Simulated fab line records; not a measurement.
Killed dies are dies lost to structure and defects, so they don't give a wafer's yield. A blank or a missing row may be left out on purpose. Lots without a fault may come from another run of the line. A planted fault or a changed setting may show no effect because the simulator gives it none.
A lot that was struck, set against a sound lot + flow rit-cmos + 34 steps out of a route of 202
Sound: wafers L818.1, L818.2, L818.6. Wafers struck: L829.3, L829.4, L829.5. The cause is given at the end.
Per side, at each step with rows, come the tool, then ch with its chambers, and then its first start. Under that, the readings that differ: sound wafers + struck wafers + difference of the means + sigmas: that difference in standard deviations of wafers without a fault.
alike: readings whose means differ by less than 2 such deviations, and words and numbers that are the same on both sides. not compared: withheld readings, readings that some wafer has no value for, bounds like >300 that may hide the same value, and numbers for which the record gives no deviation and whose values overlap.
Wherever a step has rows on one side only, a row that says differs or no value, or a row with sigmas, the two part there. Non-overlapping numbers with no deviation appear without sigmas and do not part them. A reading missing from all wafers of one side parts the sides only when that side holds two or more wafers.

first, 2 steps without rows for these wafers: RIT_SPACER_CLEAN_02 (cleans in SC2, time 600 s); RIT_SPACER_CVD_03 (deposits Si3N4 from SiH2Cl2/NH3, target thk 250 nm, time 3300 s).
RIT_SPACER_THK_MEAS_04:
  sound on film-metro-01, day 3 00:33; struck on film-metro-03, day 5 07:00
  alike: SPACER_NITRIDE_THK
RIT_SPACER_ETCHBACK_05: etches Si3N4 in SF6/CHF3, stops on SiO2, target depth 250 nm, time 240 s.
  sound on rie-diel-01 ch 0,2,3, day 3 00:37; struck on rie-diel-01 ch 0,2,3, day 5 07:02
  alike: drypump-motor-current-A, oes-product-au, throttle-valve-pct
  not compared: rf-hours-counter-h
then, 6 steps without rows for these wafers: RIT_NSD_HMDS_00 (prime time 60 s); RIT_NSD_COAT_01 (resist thk 1000 nm); RIT_NSD_SOFTBAKE_02 (time 60 s); RIT_NSD_EXPOSE_03 (exposes mask M9, target cd 40700 nm); RIT_NSD_PEB_04; RIT_NSD_DEVELOP_05 (develop time 50 s).
RIT_NSD_OVL_MEAS_06:
  sound on overlay-01, day 3 01:37; struck on overlay-01, day 5 08:16
  alike: NSD_OVL
then, 1 step without rows for these wafers: RIT_NSD_HARDBAKE_07 (time 60 s).
RIT_NSD_IMPLANT_08:
  sound on implanter-03 ch 0, day 3 01:47; struck on implanter-03 ch 0, day 5 08:29
| reading            | sound                         | struck                           | difference  | sigmas      |
|--------------------|-------------------------------|----------------------------------|-------------|-------------|
| dose-ions-cm2      | 9.997e+14 1.0014e+15 9.99e+14 | 1.1343e+15 1.1343e+15 1.1339e+15 | +1.3413e+14 | +99 or more |
| faraday-current-uA | 3116 3093 3195                | 3584 3591 3490                   | +420        | +7          |
RIT_NSD_STRIP_09: strips in O2, time 180 s.
  sound on plasma-asher-03 ch 0,1, day 3 01:56; struck on plasma-asher-02 ch 0,1, day 5 08:39
  alike: drypump-motor-current-A
  not compared: rf-hours-counter-h
RIT_NSD_TW_MEAS_10:
  sound on film-metro-02, day 3 02:07; struck on film-metro-02, day 5 08:47
| reading | sound          | struck         | difference | sigmas |
|---------|----------------|----------------|------------|--------|
| NSD_TW  | 3137 3153 3171 | 3253 3232 3250 | +91        | +4     |
then, 6 steps without rows for these wafers: RIT_PSD_HMDS_00 (prime time 60 s); RIT_PSD_COAT_01 (resist thk 1000 nm); RIT_PSD_SOFTBAKE_02 (time 60 s); RIT_PSD_EXPOSE_03 (exposes mask M10, target cd 40900 nm); RIT_PSD_PEB_04; RIT_PSD_DEVELOP_05 (develop time 50 s).
RIT_PSD_OVL_MEAS_06:
  sound on overlay-01, day 3 03:07; struck on overlay-02, day 5 09:53
| reading      | sound       | struck         | difference | sigmas |
|--------------|-------------|----------------|------------|--------|
| PSD_OVL (nm) | 3.4 2.5 1.1 | -2.5 -1.5 -1.5 | -4.2       | -3     |
then, 2 steps without rows for these wafers: RIT_PSD_HARDBAKE_07 (time 60 s); RIT_PSD_IMPLANT_08.
RIT_PSD_STRIP_09: strips in O2, time 180 s.
  sound on plasma-asher-01 ch 0,1, day 3 03:27; struck on plasma-asher-03 ch 0,1, day 5 10:16
  alike: drypump-motor-current-A
  not compared: rf-hours-counter-h
RIT_PSD_TW_MEAS_10:
  sound on film-metro-04, day 3 03:38; struck on film-metro-04, day 5 10:25
  alike: PSD_TW
then, 3 steps without rows for these wafers: RIT_SDANNEAL_CLEAN_00 (cleans in SC1, time 600 s); RIT_SDANNEAL_CLEAN_01 (cleans in dHF, time 30 s); RIT_SDANNEAL_CLEAN_02 (cleans in SC2, time 600 s).
RIT_SDANNEAL_RTA_03: time 5 s.
  sound on rtp-anneal-02 ch 0, day 3 04:03; struck on rtp-anneal-01 ch 0, day 5 10:50
  alike: ramp-up-c-per-s, wafer_temp_C_max
RIT_SDANNEAL_RS_MEAS_04: the measuring method here is four-point-probe.
  sound on film-metro-01, day 3 04:07; struck on film-metro-01, day 5 10:55
  alike: PSD_RS
RIT_SDANNEAL_RS_MEAS_05: the measuring method here is four-point-probe.
  sound on film-metro-01, day 3 04:14; struck on film-metro-01, day 5 11:02
| reading         | sound             | struck            | difference | sigmas |
|-----------------|-------------------|-------------------|------------|--------|
| NSD_RS (ohm/sq) | 84.46 84.23 84.41 | 76.41 76.40 76.37 | -7.97      | -28    |
RIT_SDANNEAL_RS_MEAS_06: the measuring method here is four-point-probe.
  sound on film-metro-01, day 3 04:21; struck on film-metro-01, day 5 11:09
| reading          | sound             | struck            | difference | sigmas |
|------------------|-------------------|-------------------|------------|--------|
| PLDD_RS (ohm/sq) | 179.8 179.8 179.7 | 178.9 178.5 178.7 | -1.1       | -2     |
RIT_M1_PROBE_99:
  sound on prober-01, day 3 11:28; struck on prober-02, day 5 22:50
| reading                               | sound             | struck            | difference | sigmas |
|---------------------------------------|-------------------|-------------------|------------|--------|
| model.etest.contact-nplus.end-ohm-um  | 42.99 42.13 43.35 | 34.91 34.92 34.29 | -8.12      |        |
| model.etest.nmos_0p15.tox-inv-nm (nm) | 4.576 4.559 4.56  | 4.412 4.422 4.458 | -0.134     |        |
  alike: killed-at-contacts, killed-at-front-end, killed-dies, killed-open, killed-short

## WHERE THEY PART
Earliest at RIT_NSD_IMPLANT_08; latest, in this record, at RIT_SDANNEAL_RS_MEAS_06. Later steps at which nothing parts them and some readings are alike: RIT_M1_PROBE_99.

WHY: what had been put in by the simulator
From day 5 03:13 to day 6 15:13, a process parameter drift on implanter-03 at RIT_NSD_IMPLANT_08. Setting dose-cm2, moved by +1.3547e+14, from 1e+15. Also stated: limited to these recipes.
